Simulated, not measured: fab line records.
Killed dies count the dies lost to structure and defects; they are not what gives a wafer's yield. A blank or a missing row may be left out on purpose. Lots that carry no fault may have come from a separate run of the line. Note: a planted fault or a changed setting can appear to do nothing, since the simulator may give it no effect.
Matching of chambers ; flow berkeleyCmos170 ; 4 sister chambers for UCB170_NWELL_ETCH_13 on rieDiel-02
The step etches Si3N4 in CH3F/Ar/O2, stops on SiO2, target depth 246.4 nm, time 154 s. 8 wafers are shown with their chamber, then 8 later ones without.

WAFERS WITH THEIR CHAMBER
wafer;chamber;drypumpMotorCurrentA (A);throttleValvePct (%)
L643.6;2;5.9;8.34
L650.2;1;5.9;8.01
L650.3;0;5.5;8.18
L650.6;3;5.0;8.21
L651.1;2;5.8;8.34
L651.2;0;5.5;8.17
L651.4;3;5.0;8.20
L653.1;1;5.9;8.01

WAFERS MISSING THEIR CHAMBER
wafer;drypumpMotorCurrentA (A);throttleValvePct (%)
L653.2;5.5;8.17
L653.5;5.6;8.17
L656.2;5.8;8.34
L656.3;5.9;8.02
L656.5;5.9;8.02
L659.1;5.8;8.34
L659.2;5.0;8.20
L659.4;5.8;8.32

THE CHAMBER EACH PASSED THROUGH
wafer;from the rows above;in truth
L653.2;0;0
L653.5;0;0
L656.2;2;2
L656.3;1;1
L656.5;1;1
L659.1;2;2
L659.2;3;3
L659.4;2;2
Correctly placed: 8 of 8. Can't be placed from these rows: 0. Placed wrongly: 0.
How it was worked out, from the rows above alone: a wafer's distance from a chamber is the root of the sum, over the readings, of the square of ((its reading less the chamber's mean) divided by the reading's scatter). The wafer belongs to the nearest chamber; if the next one is less than 2 further off, it can't be placed. For every chamber, the mean is computed from those of its wafers that are shown. The scatter: the root of (the sum of the squares of (reading less its chamber's mean) over the shown wafers, divided by (wafers less chambers)).
